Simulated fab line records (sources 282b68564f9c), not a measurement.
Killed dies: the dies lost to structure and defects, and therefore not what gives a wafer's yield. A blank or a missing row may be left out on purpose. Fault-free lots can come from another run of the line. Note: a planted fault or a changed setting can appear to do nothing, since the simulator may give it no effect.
fab line records | flow rit_cmos
[record] lots = 5 wafers = 23
route steps=202 shown NLDD@104 NSD@133 PSD@150 SILICIDE@162 CONTACT@171
start_h: hours from the record's opening day to when the first of the lot's shown wafers began | wait_h: hours since the lot's step before | " unchanged from the row above | L1.1+2: a row that stands for several wafers | - either no value or no given start | * or withheld: withheld | < > ~ a bound
route shown NAME@n: a module of which the file shows steps, and the number in the route of the first | usual: average and standard deviation across the fault-free wafers | same: alike in all rows | chamber/n: place in a boat | sites: each site's reading | _std_site: their standard deviation | _edge_site: mean of outer sites minus mean of inner sites | radius_mm: how far each site lies from the wafer's centre | mask NAME#n: copy n | behind: the most recent tool/chamber to have shaped the wafer | hold: reason for holding the lot/hours on hold/outcome of the hold | device: names the non-switching transistor (n, p or np) | end of line: tests of these same wafers at the route's end | a step without rows: its recipe alone | killed: dies lost to structure and defects at the first sort, not the wafer's yield | map: shows each die of a wafer: x if killed, . if not, _ if none is there
set.NAME: the setting that was run; set.NAME@STEP: the one run at that earlier step | model.NAME: the simulator's own value behind a step, which no gauge read
lots run with intentionally changed settings; tables by step, rows by wafer
[[steps]]
[step RIT_NLDD_COAT_01]
[recipe] resist = NOVOLAK spin_rpm = 3250 resist_thk_nm = 1000
// columns lot.wafer tool chamber start_h wait_h set.resist_thk_nm model.NOVOLAK_of_NLDD_COAT_01.thk_nm
L076.1 litho_track-03 0 56.61 0.1 1000 999.2
L076.3 " 0 " " 1047 1046
L076.4 " 0 " " 1000 999
L076.5 " 0 " " 1047 1048
L076.6 " 0 " " 1000 1001
L077.1 litho_track-03 0 59.26 0.1 1000 1002
L077.3 " 0 " " 943.5 947.9
L077.4 " 0 " " 943.5 947.7
L077.5 " 0 " " 1000 1004
L077.6 " 0 " " 943.5 947.1
L082.1 litho_track-01 0 88.00 0.1 1000 993.9
L082.3 " 0 " " 1000 995.6
L082.4 " 0 " " 1000 998.2
L082.5 " 0 " " 1000 995.1
L082.6 " 0 " " 1000 995.5
L083.1 litho_track-01 0 90.69 0.1 1000 999.2
L083.2 " 0 " " 1000 996.7
L083.4 " 0 " " 1000 999.5
L083.5 " 0 " " 1000 998.6
L083.6 " 0 " " 1000 997.3
L085.1 litho_track-01 0 101.09 0.1 1000 1001
L085.2 " 0 " " 1000 999.9
L085.3 " 0 " " 1000 998.1
[step RIT_NLDD_SOFTBAKE_02]
[recipe] resist = NOVOLAK temp_c = 90 time_s = 60
[step RIT_NLDD_EXPOSE_03]
[recipe] mask_id = M7 na = 0.57 target_cd_nm = 40700 dose_mj = 250
[step RIT_NLDD_DEVELOP_05]
[recipe] resist = NOVOLAK develop_time_s = 50 dev_temp_c = 23
[step RIT_NLDD_HARDBAKE_07]
[recipe] resist = NOVOLAK temp_c = 140 time_s = 60
// columns lot.wafer tool chamber start_h wait_h set.resist_thk_nm@NLDD_COAT_01 model.NOVOLAK_of_NLDD_COAT_01.thk_nm
L076.1 litho_track-03 0 57.42 0.0 1000 883.1
L076.3 " 0 " " 1047 924.1
L076.4 " 0 " " 1000 882.8
L076.5 " 0 " " 1047 925.4
L076.6 " 0 " " 1000 884.6
L077.1 litho_track-01 0 60.00 0.0 1000 885.2
L077.3 " 0 " " 943.5 838.2
L077.4 " 0 " " 943.5 838
L077.5 " 0 " " 1000 887.7
L077.6 " 0 " " 943.5 837.4
L082.1 litho_track-01 0 88.73 0.0 1000 878.4
L082.3 " 0 " " 1000 879.9
L082.4 " 0 " " 1000 882.2
L082.5 " 0 " " 1000 879.4
L082.6 " 0 " " 1000 879.8
L083.1 litho_track-02 0 91.55 0.0 1000 883
L083.2 " 0 " " 1000 880.9
L083.4 " 0 " " 1000 883.4
L083.5 " 0 " " 1000 882.5
L083.6 " 0 " " 1000 881.4
L085.1 litho_track-01 0 101.82 0.0 1000 884.8
L085.2 " 0 " " 1000 883.7
L085.3 " 0 " " 1000 882.1
[step RIT_NLDD_IMPLANT_08]
[recipe] species = P energy_kev = 20 dose_cm2 = 5e+14 tilt_deg = 7
// columns lot.wafer tool chamber start_h wait_h set.dose_cm2
L076.1+3+4+5+6 implanter-01 0 57.57 0.1 5e+14
L077.1+4+6 implanter-04 0 60.15 0.1 5e+14
L077.3+5 " 0 " " 4.735e+14
L082.1+3 implanter-04 0 88.88 0.1 4.767e+14
L082.4+5+6 " 0 " " 5e+14
L083.1+6 implanter-04 0 91.70 0.1 5.268e+14
L083.2+4+5 " 0 " " 5e+14
L085.1+2+3 implanter-01 0 101.97 0.1 5e+14
[step RIT_NSD_SOFTBAKE_02]
[recipe] resist = NOVOLAK temp_c = 90 time_s = 60
// columns lot.wafer tool chamber start_h wait_h set.temp_c
L076.1+3 litho_track-02 0 62.31 0.1 90
L076.4+5+6 " 0 " " 87.37
L077.1+3+6 litho_track-04 0 64.78 0.1 90
L077.4+5 " 0 " " 91.41
L082.1+4 litho_track-01 0 93.68 0.1 90
L082.3+5+6 " 0 " " 89.02
L083.1+2 litho_track-04 0 97.16 0.1 88.57
L083.4+5+6 " 0 " " 90
L085.1+2+3 litho_track-01 0 106.71 0.1 90
[step RIT_NSD_EXPOSE_03]
[recipe] mask_id = M9 na = 0.57 target_cd_nm = 40700 dose_mj = 250
[step RIT_NSD_PEB_04]
[recipe] resist = NOVOLAK temp_c = withheld time_s = withheld
[step RIT_NSD_DEVELOP_05]
[recipe] resist = NOVOLAK develop_time_s = 50 dev_temp_c = 23
// columns lot.wafer tool chamber start_h wait_h set.temp_c@NSD_SOFTBAKE_02 model.NOVOLAK_of_NSD_COAT_01.thk_nm
L076.1 litho_track-04 0 - - 90 1002
L076.3 " 0 " " 90 1001
L076.4+5 " 0 " " 87.37 1008
L076.6 " 0 " " 87.37 1009
L077.1 litho_track-01 0 - - 90 1002
L077.3 " 0 " " 90 997
L077.4 " 0 " " 91.41 991.8
L077.5 " 0 " " 91.41 994.8
L077.6 " 0 " " 90 997.4
L082.1 litho_track-02 0 - - 90 996.1
L082.3 " 0 " " 89.02 998.6
L082.4 " 0 " " 90 996.3
L082.5 " 0 " " 89.02 996.9
L082.6 " 0 " " 89.02 999.3
L083.1 litho_track-01 0 - - 88.57 1001
L083.2 " 0 " " 88.57 1002
L083.4 " 0 " " 90 996.1
L083.5 " 0 " " 90 997.2
L083.6 " 0 " " 90 998.2
L085.1 litho_track-04 0 - - 90 999.6
L085.2 " 0 " " 90 1001
L085.3 " 0 " " 90 1000
[step RIT_NSD_IMPLANT_08]
[recipe] species = P energy_kev = 25 dose_cm2 = 1e+15 tilt_deg = 7
// columns lot.wafer tool chamber start_h wait_h set.energy_kev model.implant.drp_nm
L076.1+4 implanter-04 0 63.04 0.1 24.3 14.59
L076.3+5+6 " 0 " " 25 14.84
L077.1+3+4+5+6 implanter-04 0 65.60 0.1 25 14.84
L082.1+4+6 implanter-03 0 94.54 0.1 25 14.84
L082.3+5 " 0 " " 23.93 14.45
L083.1+2+4 implanter-04 0 97.89 0.1 25 14.84
L083.5+6 " 0 " " 23.91 14.44
L085.1+2+3 implanter-03 0 107.52 0.1 25 14.84
[step RIT_PSD_IMPLANT_08]
[recipe] species = BF2 energy_kev = 27 dose_cm2 = 5e+15 tilt_deg = 7
// columns lot.wafer tool chamber start_h wait_h set.tilt_deg
L076.1+3+5 implanter-03 0 64.59 0.1 7
L076.4+6 " 0 " " 7.29
L077.1+4 implanter-04 0 67.02 0.1 7.913
L077.3+5+6 " 0 " " 7
L082.1+4+5 implanter-03 0 96.09 0.1 7.408
L082.3+6 " 0 " " 7
L083.1+4+5 implanter-02 0 99.31 0.1 7
L083.2+6 " 0 " " 7.546
L085.1+2+3 implanter-03 0 108.94 0.1 7
[step RIT_PSD_STRIP_09]
[recipe] chemistry = O2 time_s = 180 resist = NOVOLAK platen_temp_c = withheld power_w = 500 pressure_mtorr = 4000 o2_flow_sccm = 4000
[step RIT_SDANNEAL_RS_MEAS_07]
[recipe] thk_meas_gauge = four-point-probe
[usual] NLDD_RS = 151.7/0.52
// columns lot.wafer tool chamber start_h wait_h set.dose_cm2@NLDD_IMPLANT_08 NLDD_RS[ohm/sq]
L076.1 film_metro-01 - 65.76 0.1 5e+14 152.1
L076.3 " - " " 5e+14 151.5
L076.4 " - " " 5e+14 151.3
L076.5 " - " " 5e+14 151.4
L076.6 " - " " 5e+14 151.3
L077.1 film_metro-04 - 68.21 0.1 5e+14 152.4
L077.3 " - " " 4.735e+14 158.9
L077.4 " - " " 5e+14 151.3
L077.5 " - " " 4.735e+14 158.9
L077.6 " - " " 5e+14 151.5
L082.1 film_metro-01 - 97.29 0.1 4.767e+14 157.8
L082.3 " - " " 4.767e+14 157.9
L082.4 " - " " 5e+14 152.2
L082.5 " - " " 5e+14 151.7
L082.6 " - " " 5e+14 152.4
L083.1 film_metro-02 - 100.50 0.1 5.268e+14 144.8
L083.2 " - " " 5e+14 150.7
L083.4 " - " " 5e+14 151.2
L083.5 " - " " 5e+14 151.0
L083.6 " - " " 5.268e+14 144.4
L085.1 film_metro-02 - 110.11 0.1 5e+14 151.8
L085.2 " - " " 5e+14 151.7
L085.3 " - " " 5e+14 151.7
[step RIT_SILICIDE_SPUTTER_01]
[recipe] material = Ti target_thk_nm = 30 power_w = 350 chamber_pressure_pa = 0.667 gas = Ar time_s = 240 substrate_temp_c = 25
// columns lot.wafer tool chamber start_h wait_h set.power_w model.Ti_of_SILICIDE_SPUTTER_01.thk_nm
L076.1 pvd_sputter-01 - 65.89 0.0 363 31.45
L076.3 " - " " 350 29.87
L076.4 " - " " 363 30.87
L076.5 " - " " 363 30.93
L076.6 " - " " 350 30.01
L077.1 pvd_sputter-02 - 68.34 0.0 350 29.31
L077.3 " - " " 331.3 27.68
L077.4 " - " " 331.3 27.91
L077.5 " - " " 350 29.09
L077.6 " - " " 350 29.52
L082.1 pvd_sputter-01 - 97.42 0.0 350 30.15
L082.3 " - " " 328.2 28.06
L082.4 " - " " 328.2 28.04
L082.5 " - " " 328.2 28.38
L082.6 " - " " 350 30.2
L083.1 pvd_sputter-04 - 100.63 0.0 350 29.49
L083.2 " - " " 350 29.32
L083.4 " - " " 308.6 26.03
L083.5 " - " " 350 29.27
L083.6 " - " " 308.6 26.09
L085.1 pvd_sputter-04 - 110.24 0.0 350 30.26
L085.2 " - " " 350 29.99
L085.3 " - " " 350 30.17
[step RIT_SILICIDE_RS_MEAS_02]
[recipe] thk_meas_gauge = four-point-probe reads = Ti_of_SILICIDE_SPUTTER_01
[usual] SILICIDE_TI_RS = 48.1/0.72
// columns lot.wafer tool chamber start_h wait_h set.power_w@SILICIDE_SPUTTER_01 SILICIDE_TI_RS[ohm/sq]
L076.1 film_metro-02 - 66.04 0.1 363 45.1
L076.3 " - " " 350 48.1
L076.4 " - " " 363 46.1
L076.5 " - " " 363 45.9
L076.6 " - " " 350 47.8
L077.1 film_metro-03 - 68.49 0.1 350 49.3
L077.3 " - " " 331.3 53.0
L077.4 " - " " 331.3 52.5
L077.5 " - " " 350 49.9
L077.6 " - " " 350 48.9
L082.1 film_metro-03 - 97.57 0.1 350 47.5
L082.3 " - " " 328.2 52.2
L082.4 " - " " 328.2 52.1
L082.5 " - " " 328.2 51.4
L082.6 " - " " 350 47.5
L083.1 film_metro-02 - 100.78 0.1 350 48.9
L083.2 " - " " 350 49.2
L083.4 " - " " 308.6 57.4
L083.5 " - " " 350 49.3
L083.6 " - " " 308.6 57.2
L085.1 film_metro-04 - 110.39 0.1 350 47.3
L085.2 " - " " 350 47.8
L085.3 " - " " 350 47.5
[step RIT_SILICIDE_THK_MEAS_03]
[recipe] thk_meas_gauge = xrf reads = Ti_of_SILICIDE_SPUTTER_01
[usual] SILICIDE_TI_THK = 30.3/0.38
// columns lot.wafer tool chamber start_h wait_h set.power_w@SILICIDE_SPUTTER_01 SILICIDE_TI_THK[nm]
L076.1 film_metro-02 - 66.16 0.1 363 31.8
L076.3 " - " " 350 30.1
L076.4 " - " " 363 31.2
L076.5 " - " " 363 31.3
L076.6 " - " " 350 30.5
L077.1 film_metro-03 - 68.61 0.1 350 29.6
L077.3 " - " " 331.3 28.0
L077.4 " - " " 331.3 28.2
L077.5 " - " " 350 29.4
L077.6 " - " " 350 29.8
L082.1 film_metro-03 - 97.69 0.1 350 30.6
L082.3 " - " " 328.2 28.4
L082.4 " - " " 328.2 28.4
L082.5 " - " " 328.2 28.7
L082.6 " - " " 350 30.6
L083.1 film_metro-02 - 100.90 0.1 350 29.8
L083.2 " - " " 350 29.6
L083.4 " - " " 308.6 26.3
L083.5 " - " " 350 29.6
L083.6 " - " " 308.6 26.4
L085.1 film_metro-04 - 110.51 0.1 350 31.0
L085.2 " - " " 350 30.6
L085.3 " - " " 350 30.7
[step RIT_CONTACT_COAT_03]
[recipe] resist = NOVOLAK spin_rpm = 3250 resist_thk_nm = 1000
// columns lot.wafer tool chamber start_h wait_h set.spin_rpm model.NOVOLAK_of_CONTACT_COAT_03.thk_nm
L076.1 litho_track-01 0 66.66 0.1 3335 988.7
L076.3 " 0 " " 3335 986.2
L076.4 " 0 " " 3250 1002
L076.5 " 0 " " 3250 1003
L076.6 " 0 " " 3335 990.9
L077.1 litho_track-02 0 69.11 0.1 3083 1024
L077.3 " 0 " " 3083 1025
L077.4 " 0 " " 3083 1028
L077.5 " 0 " " 3250 998.4
L077.6 " 0 " " 3250 1001
L082.1 litho_track-02 0 98.19 0.1 3107 1024
L082.3 " 0 " " 3107 1022
L082.4 " 0 " " 3250 998.3
L082.5 " 0 " " 3250 1000
L082.6 " 0 " " 3250 997.8
L083.1 litho_track-02 0 101.40 0.1 3250 996.3
L083.2 " 0 " " 3164 1014
L083.4 " 0 " " 3164 1011
L083.5 " 0 " " 3250 998.8
L083.6 " 0 " " 3250 998
L085.1 litho_track-02 0 111.01 0.1 3250 994.3
L085.2 " 0 " " 3250 997.8
L085.3 " 0 " " 3250 997.4
[step RIT_CONTACT_EXPOSE_05]
[recipe] mask_id = M11 na = 0.6 source_shape = conventional sigma_outer = 0.5 target_cd_nm = 1000 dose_mj = 250
// columns lot.wafer tool chamber start_h wait_h mask set.dose_mj
L076.1+3+4+5+6 iline_stepper-02 0 67.08 0.2 M11#0 250
L077.1+6 iline_stepper-02 0 69.41 0.1 M11#0 250
L077.3+4+5 " 0 " " M11#0 237.4
L082.1+3+6 iline_stepper-01 0 98.61 0.2 M11#0 250
L082.4+5 " 0 " " M11#0 264
L083.1+5 iline_stepper-01 0 101.70 0.1 M11#0 256
L083.2+4+6 " 0 " " M11#0 250
L085.1+2+3 iline_stepper-02 0 111.43 0.2 M11#0 250
[step RIT_CONTACT_PEB_06]
[recipe] resist = NOVOLAK temp_c = withheld time_s = withheld
[step RIT_CONTACT_DEVELOP_07]
[recipe] resist = NOVOLAK develop_time_s = 120 dev_temp_c = 23
[step RIT_CONTACT_CD_MEAS_08]
[recipe] target_cd_nm = 1000
[usual] cd_nm = 998.7/2
// columns lot.wafer tool chamber start_h wait_h set.dose_mj@CONTACT_EXPOSE_05 cd_nm
L076.1 cd_sem-02 - 67.60 - 250 999.4
L076.3 " - " " 250 1000.1
L076.4 " - " " 250 999.1
L076.5 " - " " 250 998.3
L076.6 " - " " 250 1000.0
L077.1 cd_sem-01 - 69.92 - 250 996.9
L077.3 " - " " 237.4 981.3
L077.4 " - " " 237.4 979.4
L077.5 " - " " 237.4 984.7
L077.6 " - " " 250 999.3
L082.1 cd_sem-01 - 99.13 - 250 995.5
L082.3 " - " " 250 995.5
L082.4 " - " " 264 1013.5
L082.5 " - " " 264 1013.3
L082.6 " - " " 250 998.1
L083.1 cd_sem-02 - 102.22 - 256 1011.6
L083.2 " - " " 250 1002.2
L083.4 " - " " 250 1002.8
L083.5 " - " " 256 1010.4
L083.6 " - " " 250 1004.2
L085.1 cd_sem-01 - 111.95 - 250 995.0
L085.2 " - " " 250 999.9
L085.3 " - " " 250 998.2
[step RIT_CONTACT_HARDBAKE_10]
[recipe] resist = NOVOLAK temp_c = 140 time_s = 60
// columns lot.wafer tool chamber start_h wait_h set.spin_rpm@CONTACT_COAT_03 model.NOVOLAK_of_CONTACT_COAT_03.thk_nm
L076.1 litho_track-02 0 67.76 0.0 3335 873.5
L076.3 " 0 " " 3335 871.2
L076.4 " 0 " " 3250 885.1
L076.5 " 0 " " 3250 885.7
L076.6 " 0 " " 3335 875.4
L077.1 litho_track-02 0 70.08 0.0 3083 904.7
L077.3 " 0 " " 3083 905.2
L077.4 " 0 " " 3083 907.9
L077.5 " 0 " " 3250 882
L077.6 " 0 " " 3250 884
L082.1 litho_track-02 0 99.29 0.0 3107 904.1
L082.3 " 0 " " 3107 902.4
L082.4 " 0 " " 3250 881.9
L082.5 " 0 " " 3250 883.7
L082.6 " 0 " " 3250 881.4
L083.1 litho_track-01 0 102.66 0.3 3250 880
L083.2 " 0 " " 3164 895.4
L083.4 " 0 " " 3164 893
L083.5 " 0 " " 3250 882.3
L083.6 " 0 " " 3250 881.6
L085.1 litho_track-03 0 112.11 0.0 3250 878.4
L085.2 " 0 " " 3250 881.4
L085.3 " 0 " " 3250 881
[step RIT_CONTACT_ETCH_11]
[recipe] target_depth_a = 4800 over_etch_frac = 0.2 stop_on = TiSi2 chemistry = CHF3/CF4/Ar target = SiO2 CHF3_flow_sccm = 50 cf4_flow_sccm = 10 Ar_flow_sccm = 100 O2_flow_sccm = 5 pressure_mtorr = 100 rf_w = 200 time_s = 320
// columns lot.wafer tool chamber start_h wait_h set.spin_rpm@CONTACT_COAT_03 set.dose_mj@CONTACT_EXPOSE_05 model.NOVOLAK_of_CONTACT_COAT_03.thk_nm model.CONTACT.cd_nm
L076.1 rie_diel-04 3 67.91 0.1 3335 250 760.3 999.6
L076.3 " 1 " " 3335 250 758.2 999.9
L076.4 " 0 " " 3250 250 769 998.8
L076.5 " 1 " " 3250 250 772.2 998.1
L076.6 " 2 " " 3335 250 759.4 1000
L077.1 rie_diel-02 0 70.23 0.1 3083 250 791.8 996.5
L077.3 " 3 " " 3083 237.4 788.2 981
L077.4 " 1 " " 3083 237.4 794.6 979.9
L077.5 " 3 " " 3250 237.4 765.6 984.6
L077.6 " 2 " " 3250 250 769.9 999.7
L082.1 rie_diel-02 1 99.44 0.1 3107 250 790.7 995.1
L082.3 " 2 " " 3107 250 787.9 995.4
L082.4 " 3 " " 3250 264 766.4 1013
L082.5 " 2 " " 3250 264 769.8 1013
L082.6 " 1 " " 3250 250 768.5 998.4
L083.1 rie_diel-04 0 102.81 0.1 3250 256 764.2 -
L083.2 " 3 " " 3164 250 781.9 1002
L083.4 " 1 " " 3164 250 780.5 1003
L083.5 " 2 " " 3250 256 767.5 1010
L083.6 " 3 " " 3250 250 767.2 1004
L085.1 rie_diel-04 1 112.26 0.1 3250 250 763.9 995.4
L085.2 " 0 " " 3250 250 765.5 999.8
L085.3 " 3 " " 3250 250 766.3 997.8
[step RIT_CONTACT_STRIP_12]
[recipe] chemistry = O2 time_s = 180 resist = NOVOLAK platen_temp_c = withheld power_w = 500 pressure_mtorr = 4000 o2_flow_sccm = 4000
[step RIT_CONTACT_CD_MEAS_90]
[recipe] target_cd_nm = 1000
[usual] cd_nm = 998.7/2
// columns lot.wafer tool chamber start_h wait_h set.dose_mj@CONTACT_EXPOSE_05 cd_nm
L076.1 cd_sem-01 - 68.27 0.1 250 999.6
L076.3 " - " " 250 1000.1
L076.4 " - " " 250 999.2
L076.5 " - " " 250 998.1
L076.6 " - " " 250 999.8
L077.1 cd_sem-02 - 70.60 0.1 250 996.5
L077.3 " - " " 237.4 981.2
L077.4 " - " " 237.4 980.1
L077.5 " - " " 237.4 984.5
L077.6 " - " " 250 999.6
L082.1 cd_sem-02 - 99.81 0.1 250 995.1
L082.3 " - " " 250 995.4
L082.4 " - " " 264 1013.4
L082.5 " - " " 264 1013.4
L082.6 " - " " 250 998.1
L083.1 cd_sem-01 - 103.28 0.2 256 1012.4
L083.2 " - " " 250 1001.7
L083.4 " - " " 250 1002.8
L083.5 " - " " 256 1010.4
L083.6 " - " " 250 1004.3
L085.1 cd_sem-02 - 112.63 0.1 250 995.6
L085.2 " - " " 250 1000.0
L085.3 " - " " 250 997.8
[[key]]
[split] step = RIT_NLDD_COAT_01 setting = resist_thk_nm stated = 1000 by = wafer
[response] step = RIT_NLDD_COAT_01 reading = model.NOVOLAK_of_NLDD_COAT_01.thk_nm change = +9.91 per = 1% r = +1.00
[response] step = RIT_NLDD_HARDBAKE_07 reading = model.NOVOLAK_of_NLDD_COAT_01.thk_nm change = +8.67 per = 1% r = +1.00
[split] step = RIT_NLDD_IMPLANT_08 setting = dose_cm2 stated = 5e+14 by = wafer
[response] step = RIT_SDANNEAL_RS_MEAS_07 reading = NLDD_RS change = -1.26 per = 1% r = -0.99
[split] step = RIT_NSD_SOFTBAKE_02 setting = temp_c stated = 90 by = wafer
[response] step = RIT_NSD_DEVELOP_05 reading = model.NOVOLAK_of_NSD_COAT_01.thk_nm change = -2.57 per = 1% r = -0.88
[split] step = RIT_NSD_IMPLANT_08 setting = energy_kev stated = 25 by = wafer
[response] step = RIT_NSD_IMPLANT_08 reading = model.implant.drp_nm change = +0.0902 per = 1% r = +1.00
[split] step = RIT_PSD_IMPLANT_08 setting = tilt_deg stated = 7 by = wafer
response none clear
[split] step = RIT_SILICIDE_SPUTTER_01 setting = power_w stated = 350 by = wafer
[response] step = RIT_SILICIDE_SPUTTER_01 reading = model.Ti_of_SILICIDE_SPUTTER_01.thk_nm change = +0.289 per = 1% r = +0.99
[response] step = RIT_SILICIDE_RS_MEAS_02 reading = SILICIDE_TI_RS change = -0.677 per = 1% r = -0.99
[response] step = RIT_SILICIDE_THK_MEAS_03 reading = SILICIDE_TI_THK change = +0.291 per = 1% r = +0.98
[split] step = RIT_CONTACT_COAT_03 setting = spin_rpm stated = 3250 by = wafer
[response] step = RIT_CONTACT_COAT_03 reading = model.NOVOLAK_of_CONTACT_COAT_03.thk_nm change = -5.29 per = 1% r = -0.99
[response] step = RIT_CONTACT_HARDBAKE_10 reading = model.NOVOLAK_of_CONTACT_COAT_03.thk_nm change = -4.62 per = 1% r = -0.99
[response] step = RIT_CONTACT_ETCH_11 reading = model.NOVOLAK_of_CONTACT_COAT_03.thk_nm change = -4.77 per = 1% r = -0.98
[split] step = RIT_CONTACT_EXPOSE_05 setting = dose_mj stated = 250 by = wafer
[response] step = RIT_CONTACT_CD_MEAS_08 reading = cd_nm change = +3.14 per = 1% r = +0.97
[response] step = RIT_CONTACT_ETCH_11 reading = model.CONTACT.cd_nm change = +3.13 per = 1% r = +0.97
[response] step = RIT_CONTACT_CD_MEAS_90 reading = cd_nm change = +3.16 per = 1% r = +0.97
